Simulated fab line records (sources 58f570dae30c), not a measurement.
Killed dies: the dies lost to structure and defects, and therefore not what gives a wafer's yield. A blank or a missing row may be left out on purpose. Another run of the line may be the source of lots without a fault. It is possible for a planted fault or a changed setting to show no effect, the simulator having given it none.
Lot-split experiment | flow berkeley cmos170 | 23 wafers read from 5 lots, route of 331 steps

ON THE SPLIT
At UCB170_PFIELD_IMPLANT_07, the setting energy kev was moved away from the recipe's 80 on 10 of the 23 wafers read, by -5.4% to +4.2%. For the rest of the wafers, this setting stayed at what the recipe calls for.

The reading comes from the split's own step.

THE READING
implant.drp nm (the simulator's own value, which no gauge read), in nm, at UCB170_PFIELD_IMPLANT_07. The file gives no usual value for it.

wafer  | tool, chamber at the split | energy kev as run | against the recipe | implant.drp nm, nm | against lot-mates on the recipe
L076.1 | implanter-03, 0            | 80                | recipe             | 74.86              | -
L076.5 | implanter-03, 0            | 80                | recipe             | 74.86              | -
L076.2 | implanter-03, 0            | 75.67             | -5.4%              | 72.85              | -2.01
L076.3 | implanter-03, 0            | 75.67             | -5.4%              | 72.85              | -2.01
L076.4 | implanter-03, 0            | 75.67             | -5.4%              | 72.85              | -2.01
L080.2 | implanter-01, 0            | 80                | recipe             | 74.86              | -
L080.3 | implanter-01, 0            | 80                | recipe             | 74.86              | -
L080.6 | implanter-01, 0            | 80                | recipe             | 74.86              | -
L081.1 | implanter-03, 0            | 80                | recipe             | 74.86              | -
L081.5 | implanter-03, 0            | 80                | recipe             | 74.86              | -
L081.6 | implanter-03, 0            | 80                | recipe             | 74.86              | -
L081.3 | implanter-03, 0            | 75.64             | -5.4%              | 72.83              | -2.03
L081.4 | implanter-03, 0            | 75.64             | -5.4%              | 72.83              | -2.03
L085.1 | implanter-01, 0            | 80                | recipe             | 74.86              | -
L085.6 | implanter-01, 0            | 80                | recipe             | 74.86              | -
L085.2 | implanter-01, 0            | 83.35             | +4.2%              | 76.31              | +1.45
L085.3 | implanter-01, 0            | 83.35             | +4.2%              | 76.31              | +1.45
L085.4 | implanter-01, 0            | 83.35             | +4.2%              | 76.31              | +1.45
L084.1 | implanter-03, 0            | 80                | recipe             | 74.86              | -
L084.2 | implanter-03, 0            | 80                | recipe             | 74.86              | -
L084.3 | implanter-03, 0            | 80                | recipe             | 74.86              | -
L084.4 | implanter-03, 0            | 76.25             | -4.7%              | 73.13              | -1.73
L084.6 | implanter-03, 0            | 76.25             | -4.7%              | 73.13              | -1.73

FIT RESULTS
A straight line over all 23 wafers: implant.drp nm changes by +0.364 nm for each +1% of energy kev; r = +1.00; the points scatter about the line by 0.028 nm.
The same after taking each lot's own level away (the mean of its wafers on the recipe; 23 wafers): +0.364 nm for each +1%; r = +1.00; scatter 0.028 nm.
That fit puts the effect of the largest move of energy kev on the reading at 2 nm.
The lots' own levels span 74.860 to 74.860 nm.
The two slopes are in agreement: the lot-to-lot level therefore moves the slope only a little.
Check: for one of the wafers moved furthest among these (-5.4%), held out of the fit, the line's prediction against its lot-mates is -2 nm. It came out at -2.03 nm against them.

OTHER SPLITS APPLIED TO THESE WAFERS
Note: prior to the reading, these wafers also went through further splits. Each is held against what the fit with the lots' levels taken away leaves over:
other split on the same wafers          | wafers away from the commonest value | r with implant.drp nm (lot level and that fit taken away)
UCB170_ZERO_COAT_01 spin rpm            | 5                                    | -0.11
UCB170_ZERO_ETCH_06 rf w                | 8                                    | +0.04
UCB170_PWELL_IMPLANT_15 energy kev      | 5                                    | +0.43
UCB170_WELLDRIVE_OXIDATION_01 ox time s | 18                                   | -0.35
UCB170_ACTIVE_OXIDATION_02 temp c       | 5                                    | +0.07
UCB170_ACTIVE_SOFTBAKE_09 time s        | 9                                    | +0.06

THE WHOLE CHAIN: every reading that the file lists as answering this split, in the file's order
step                     | what it does | reading                                                         | change (the file's fit)               | r (the file's)
UCB170_PFIELD_IMPLANT_07 |              | implant.rp nm (the simulator's own value, which no gauge read)  | +2.09 nm for each +1% of the setting  | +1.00
UCB170_PFIELD_IMPLANT_07 |              | implant.drp nm (the simulator's own value, which no gauge read) | +0.366 nm for each +1% of the setting | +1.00

THE FILE'S OWN FIT
implant.drp nm changes by +0.366 nm for each +1% of energy kev, r = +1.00.
